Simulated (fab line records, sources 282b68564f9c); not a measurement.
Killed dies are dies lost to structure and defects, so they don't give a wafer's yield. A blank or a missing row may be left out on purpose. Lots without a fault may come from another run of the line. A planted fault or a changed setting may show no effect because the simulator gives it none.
Chamber matching | flow rit_cmos | RIT_CONTACT_CVD_00 on pecvd-03: 3 sister chambers
The step deposits SiO2 from TEOS, target thk 400 nm, time 61 s. 14 wafers are shown with their chamber, then 7 later ones without.

WAFERS WITH THEIR CHAMBER
wafer  | chamber | heater_power_w (W) | susceptor_temp_C (C)
L938.3 | 2       | 339                | 389.76
L938.5 | 1       | 382                | 390.02
L938.6 | 0       | 300                | 389.93
L941.1 | 1       | 361                | 389.89
L941.2 | 0       | 318                | 390.17
L941.6 | 1       | 384                | 389.48
L944.3 | 0       | 250                | 389.47
L944.5 | 0       | 279                | 389.69
L944.6 | 1       | 344                | 389.70
L948.1 | 0       | 254                | 389.81
L948.4 | 1       | 359                | 389.75
L948.5 | 0       | 271                | 389.96
L951.1 | 1       | 328                | 390.24
L951.2 | 0       | 289                | 389.66

SIGNATURES (means of the wafers above)
reading          | chamber 0 | chamber 1 | chamber 2 | scatter within a chamber
heater_power_w   | 280.14    | 359.67    | 339.00    | 23.2
susceptor_temp_C | 389.8129  | 389.8467  | 389.7600  | 0.247
Rule: a wafer's distance from a chamber is the root of the sum, over the readings, of the square of ((its reading less the chamber's mean) divided by the reading's scatter). The wafer belongs to the nearest chamber; if the next one is less than 2 further off, it can't be placed. The scatter: the root of (the sum of the squares of (reading less its chamber's mean) over the shown wafers, divided by (wafers less chambers)).

WAFERS WITHOUT THEIR CHAMBER
wafer  | heater_power_w (W) | susceptor_temp_C (C)
L951.4 | 286                | 389.71
L954.1 | 314                | 390.04
L954.3 | 322                | 389.73
L954.6 | 329                | 390.22
L960.2 | 350                | 389.95
L960.5 | 374                | 390.18
L960.6 | 320                | 390.15

WHICH CHAMBER EACH WENT THROUGH
wafer  | from the rows above          | in truth
L951.4 | can't be placed: 0 or 2      | 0
L954.1 | can't be placed: 2 or 0 or 1 | 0
L954.3 | can't be placed: 2 or 1 or 0 | 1
L954.6 | can't be placed: 2 or 1 or 0 | 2
L960.2 | can't be placed: 1 or 2      | 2
L960.5 | can't be placed: 1 or 2      | 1
L960.6 | can't be placed: 2 or 1 or 0 | 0
Placed correctly: 0 of 7. Can't be placed from these rows: 7 (the true chamber is among the candidates in 7). Placed wrongly: 0.
